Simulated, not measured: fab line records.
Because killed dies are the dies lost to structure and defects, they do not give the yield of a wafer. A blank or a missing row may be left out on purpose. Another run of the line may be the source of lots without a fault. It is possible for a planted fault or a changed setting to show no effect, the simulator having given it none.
Lot-split experiment || flow rit_cmos || on a route of 202 steps: 5 lots, 23 wafers read

ABOUT THE SPLIT
At RIT_FOX2_OXIDATION_00 (target thk 350.7 nm, ox time 1130 s), the setting temp_c was moved away from the recipe's 1100 C on 20 of the 23 wafers read, by -2.2% to +0.7%. For the rest of the wafers, this setting stayed at what the recipe calls for.

FROM THE SPLIT TO THE READING: what the file shows between them, 20 steps
- RIT_FOX2_THK_MEAS_01
- RIT_FOX2_CLEAN_02: cleans in dHF, time 180 s
- RIT_FOX2_WET_ETCH_03: etches Si3N4 in H3PO4, target depth 195 nm, time 2700 s
- RIT_FOX2_THK_MEAS_90
- RIT_PWELL_COAT_01: resist thk 1300 nm (also split here: resist_thk_nm)
- RIT_PWELL_SOFTBAKE_02: time 60 s
- RIT_PWELL_EXPOSE_03: exposes mask M3, target cd 43700 nm
- RIT_PWELL_DEVELOP_05: develop time 68 s
- RIT_PWELL_HARDBAKE_07: time 120 s
- RIT_PWELL_IMPLANT_08 (also split here: energy_kev)
- RIT_NRETRO_COAT_01: resist thk 1300 nm (also split here: spin_rpm)
- RIT_NRETRO_SOFTBAKE_02: time 60 s
- RIT_NRETRO_EXPOSE_03: exposes mask M4, target cd 43900 nm
- RIT_NRETRO_DEVELOP_05: develop time 68 s
- RIT_NRETRO_HARDBAKE_07: time 120 s
- RIT_NRETRO_IMPLANT_08 (also split here: dose_cm2)
- RIT_NRETRO_STRIP_09: strips in O2, time 180 s
- RIT_NRETRO_TW_MEAS_10
- RIT_PRETRO_IMPLANT_08 (also split here: energy_kev)
- RIT_GATE_CLEAN_04: cleans in dHF, time 60 s (also split here: time_s)

THE READING
FIELD_OXIDE_LEFT_2_THK in nanometres, read at RIT_FOX2_THK_MEAS_91. A value of 255 nm with a standard deviation of 5.8 nm is what fault-free wafers of this fab line usually give.

{"wafer": "L078.1", "tool, chamber at the split": "-, -", "temp_c as run, C": 1108, "against the recipe": "+0.7%", "FIELD_OXIDE_LEFT_2_THK, nm": 269, "against lot-mates on the recipe": "no lot-mate on the recipe"}
{"wafer": "L078.2", "tool, chamber at the split": "-, -", "temp_c as run, C": 1108, "against the recipe": "+0.7%", "FIELD_OXIDE_LEFT_2_THK, nm": 271, "against lot-mates on the recipe": "no lot-mate on the recipe"}
{"wafer": "L078.3", "tool, chamber at the split": "-, -", "temp_c as run, C": 1108, "against the recipe": "+0.7%", "FIELD_OXIDE_LEFT_2_THK, nm": 273, "against lot-mates on the recipe": "no lot-mate on the recipe"}
{"wafer": "L078.5", "tool, chamber at the split": "-, -", "temp_c as run, C": 1108, "against the recipe": "+0.7%", "FIELD_OXIDE_LEFT_2_THK, nm": 272, "against lot-mates on the recipe": "no lot-mate on the recipe"}
{"wafer": "L078.6", "tool, chamber at the split": "-, -", "temp_c as run, C": 1108, "against the recipe": "+0.7%", "FIELD_OXIDE_LEFT_2_THK, nm": 278, "against lot-mates on the recipe": "no lot-mate on the recipe"}
{"wafer": "L080.1", "tool, chamber at the split": "furnace-03, 0", "temp_c as run, C": 1100, "against the recipe": "recipe", "FIELD_OXIDE_LEFT_2_THK, nm": 258, "against lot-mates on the recipe": "-"}
{"wafer": "L080.5", "tool, chamber at the split": "furnace-03, 0", "temp_c as run, C": 1100, "against the recipe": "recipe", "FIELD_OXIDE_LEFT_2_THK, nm": 254, "against lot-mates on the recipe": "-"}
{"wafer": "L080.6", "tool, chamber at the split": "furnace-03, 0", "temp_c as run, C": 1100, "against the recipe": "recipe", "FIELD_OXIDE_LEFT_2_THK, nm": 257, "against lot-mates on the recipe": "-"}
{"wafer": "L081.1", "tool, chamber at the split": "-, -", "temp_c as run, C": 1078, "against the recipe": "-2.0%", "FIELD_OXIDE_LEFT_2_THK, nm": 216, "against lot-mates on the recipe": "no lot-mate on the recipe"}
{"wafer": "L081.2", "tool, chamber at the split": "-, -", "temp_c as run, C": 1078, "against the recipe": "-2.0%", "FIELD_OXIDE_LEFT_2_THK, nm": 217, "against lot-mates on the recipe": "no lot-mate on the recipe"}
{"wafer": "L081.4", "tool, chamber at the split": "-, -", "temp_c as run, C": 1078, "against the recipe": "-2.0%", "FIELD_OXIDE_LEFT_2_THK, nm": 215, "against lot-mates on the recipe": "no lot-mate on the recipe"}
{"wafer": "L081.5", "tool, chamber at the split": "-, -", "temp_c as run, C": 1078, "against the recipe": "-2.0%", "FIELD_OXIDE_LEFT_2_THK, nm": 219, "against lot-mates on the recipe": "no lot-mate on the recipe"}
{"wafer": "L081.6", "tool, chamber at the split": "-, -", "temp_c as run, C": 1078, "against the recipe": "-2.0%", "FIELD_OXIDE_LEFT_2_THK, nm": 221, "against lot-mates on the recipe": "no lot-mate on the recipe"}
{"wafer": "L084.1", "tool, chamber at the split": "-, -", "temp_c as run, C": 1090, "against the recipe": "-0.9%", "FIELD_OXIDE_LEFT_2_THK, nm": 235, "against lot-mates on the recipe": "no lot-mate on the recipe"}
{"wafer": "L084.2", "tool, chamber at the split": "-, -", "temp_c as run, C": 1090, "against the recipe": "-0.9%", "FIELD_OXIDE_LEFT_2_THK, nm": 234, "against lot-mates on the recipe": "no lot-mate on the recipe"}
{"wafer": "L084.3", "tool, chamber at the split": "-, -", "temp_c as run, C": 1090, "against the recipe": "-0.9%", "FIELD_OXIDE_LEFT_2_THK, nm": 226, "against lot-mates on the recipe": "no lot-mate on the recipe"}
{"wafer": "L084.4", "tool, chamber at the split": "-, -", "temp_c as run, C": 1090, "against the recipe": "-0.9%", "FIELD_OXIDE_LEFT_2_THK, nm": 226, "against lot-mates on the recipe": "no lot-mate on the recipe"}
{"wafer": "L084.5", "tool, chamber at the split": "-, -", "temp_c as run, C": 1090, "against the recipe": "-0.9%", "FIELD_OXIDE_LEFT_2_THK, nm": 232, "against lot-mates on the recipe": "no lot-mate on the recipe"}
{"wafer": "L085.1", "tool, chamber at the split": "-, -", "temp_c as run, C": 1076, "against the recipe": "-2.2%", "FIELD_OXIDE_LEFT_2_THK, nm": 215, "against lot-mates on the recipe": "no lot-mate on the recipe"}
{"wafer": "L085.2", "tool, chamber at the split": "-, -", "temp_c as run, C": 1076, "against the recipe": "-2.2%", "FIELD_OXIDE_LEFT_2_THK, nm": 219, "against lot-mates on the recipe": "no lot-mate on the recipe"}
{"wafer": "L085.4", "tool, chamber at the split": "-, -", "temp_c as run, C": 1076, "against the recipe": "-2.2%", "FIELD_OXIDE_LEFT_2_THK, nm": 223, "against lot-mates on the recipe": "no lot-mate on the recipe"}
{"wafer": "L085.5", "tool, chamber at the split": "-, -", "temp_c as run, C": 1076, "against the recipe": "-2.2%", "FIELD_OXIDE_LEFT_2_THK, nm": 223, "against lot-mates on the recipe": "no lot-mate on the recipe"}
{"wafer": "L085.6", "tool, chamber at the split": "-, -", "temp_c as run, C": 1076, "against the recipe": "-2.2%", "FIELD_OXIDE_LEFT_2_THK, nm": 222, "against lot-mates on the recipe": "no lot-mate on the recipe"}

THE FIT
A straight line over all 23 wafers: FIELD_OXIDE_LEFT_2_THK changes by +18.6 nm for each +1% of temp_c; r = +0.97; the points scatter about the line by 5.9 nm.
Too few moved wafers with a lot-mate on the recipe to fit a line net of each lot's own level.

THE WHOLE CHAIN: every reading that the file lists as answering this split, in the file's order
{"step": "RIT_FOX2_OXIDATION_00", "what it does": "target thk 350.7 nm, ox time 1130 s", "reading": "SiO2_of_FOX2_OXIDATION_00.thk_nm (the simulator's own value, which no gauge read)", "change (the file's fit)": "+18 nm for each +1% of the setting", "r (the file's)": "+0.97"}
{"step": "RIT_FOX2_THK_MEAS_01", "what it does": "", "reading": "FOX2_OXIDE_THK", "change (the file's fit)": "+18 for each +1% of the setting", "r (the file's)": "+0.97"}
{"step": "RIT_FOX2_THK_MEAS_90", "what it does": "", "reading": "FIELD_OXIDE_LEFT_1_THK", "change (the file's fit)": "+18 for each +1% of the setting", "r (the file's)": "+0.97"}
{"step": "RIT_GATE_CLEAN_04", "what it does": "cleans in dHF, time 60 s", "reading": "SiO2_of_FOX2_OXIDATION_00.thk_nm (the simulator's own value, which no gauge read)", "change (the file's fit)": "+18.6 nm for each +1% of the setting", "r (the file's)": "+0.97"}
{"step": "RIT_FOX2_THK_MEAS_91", "what it does": "", "reading": "FIELD_OXIDE_LEFT_2_THK", "change (the file's fit)": "+18.6 for each +1% of the setting", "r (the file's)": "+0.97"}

THE FILE'S OWN FIT
FIELD_OXIDE_LEFT_2_THK changes by +18.6 nm for each +1% of temp_c, r = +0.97.
